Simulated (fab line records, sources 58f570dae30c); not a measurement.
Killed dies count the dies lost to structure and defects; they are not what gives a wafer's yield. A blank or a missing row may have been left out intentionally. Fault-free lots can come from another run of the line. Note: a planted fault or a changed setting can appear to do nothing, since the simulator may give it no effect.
One fault seen from 2 desks | flow berkeleyCmos170 | each desk has only its own numbers; what lay behind them comes last

AT THE METROLOGY DESK
What the gauges read for every lot (on any tool): the sampled wafers with a number, averaged. The brackets show how far a lot's mean lies from the usual mean; more than 4 standard deviations puts the lot out of limits, marked OUT.
Columns: A = M1_AL_RS at UCB170_M1_RS_MEAS_01, usual 0.0484 ohm/sq; B = M1_AL_THK at UCB170_M1_THK_MEAS_02, usual 600 nm; C = M2_OVL at UCB170_M2_OVL_MEAS_16, usual 2 nm; D = cdNm at UCB170_V2_CD_MEAS_12, usual 700.2 nm
lot  | first seen here | A      | B   | C  | D
L622 | day 7 02:34     | 0.0482 | 600 | 3  | 699.0
L623 | day 7 08:50     | 0.0486 | 594 | -3 | 698.8
L624 | day 8 01:23     | 0.0474 | 615 | -1 | 699.4
L628 | day 8 07:38     | 0.0479 | 601 | 4  | 704.5
L627 | day 8 08:11     | 0.0486 | 594 | -1 | 697.9
L631 | day 8 23:15     | 0.0502 | 585 | -1 | 699.4
L630 | day 9 00:35     | 0.0484 | 600 | 1  | 699.1
L629 | day 9 01:08     | 0.0486 | 598 | 6  | 699.4
L632 | day 9 02:38     | 0.0495 | 583 | 2  | 700.5
L638 | day 10 03:10    | 0.0490 | 594 | 2  | 700.7
L642 | day 11 03:20    | 0.0487 | 597 | 6  | 698.2
L643 | day 11 07:58    | 0.0478 | 606 | 7  | 700.6
L644 | day 12 04:31    | 0.0476 | 611 | -3 | 700.3
L645 | day 12 04:56    | 0.0481 | 606 | 3  | 699.2
This desk found nothing out of limits on any of the 14 lots.

TOOL OWNER'S DESK, pvdSputter-01
The tool's own readings at UCB170_M1_SPUTTER_00 (material Al, target thk 600 nm, time 80 s): means of the sampled wafers that have a number, for each lot that ran on this tool. The brackets show how far a lot's mean lies from the usual mean; more than 4 standard deviations puts the lot out of limits, marked OUT.
Columns: A = cathodeDcPowerW at UCB170_M1_SPUTTER_00, usual 5999.9 W; B = throttleValvePct at UCB170_M1_SPUTTER_00, usual 30.4 %
lot  | first seen here | A                        | B
L622 | day 7 02:29     | 5999.7                   | 29.9
L628 | day 8 07:35     | 6001.0                   | 29.8
L631 | day 8 23:10     | 5863.1 (-99 or more) OUT | 29.7
L632 | day 9 02:34     | 5865.2 (-99 or more) OUT | 29.7
L645 | day 12 04:51    | 6000.5                   | 29.6
Finding of this desk: L631, L632 out of limits; the first was L631 at day 8 23:10, on cathodeDcPowerW at UCB170_M1_SPUTTER_00. L622, L628, L645: within limits.

PUT TOGETHER
On L631, L632, at day 8 23:10, an alarm was possible from the tool owner's desk.
From the metrology desk's view, nothing was out of limits.
The metrology desk has L631, L632 on record, within its limits.
Of the lots named, all ran UCB170_M1_SPUTTER_00 on pvdSputter-01.

WHAT WAS PUT IN BY THE SIMULATOR
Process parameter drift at UCB170_M1_SPUTTER_00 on pvdSputter-01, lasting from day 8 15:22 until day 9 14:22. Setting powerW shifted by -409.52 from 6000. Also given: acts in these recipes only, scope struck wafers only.
Struck lots among those shown: L631, L632.
Hours from the fault's start to each desk's first reading out of limits: the tool owner's desk, 8.
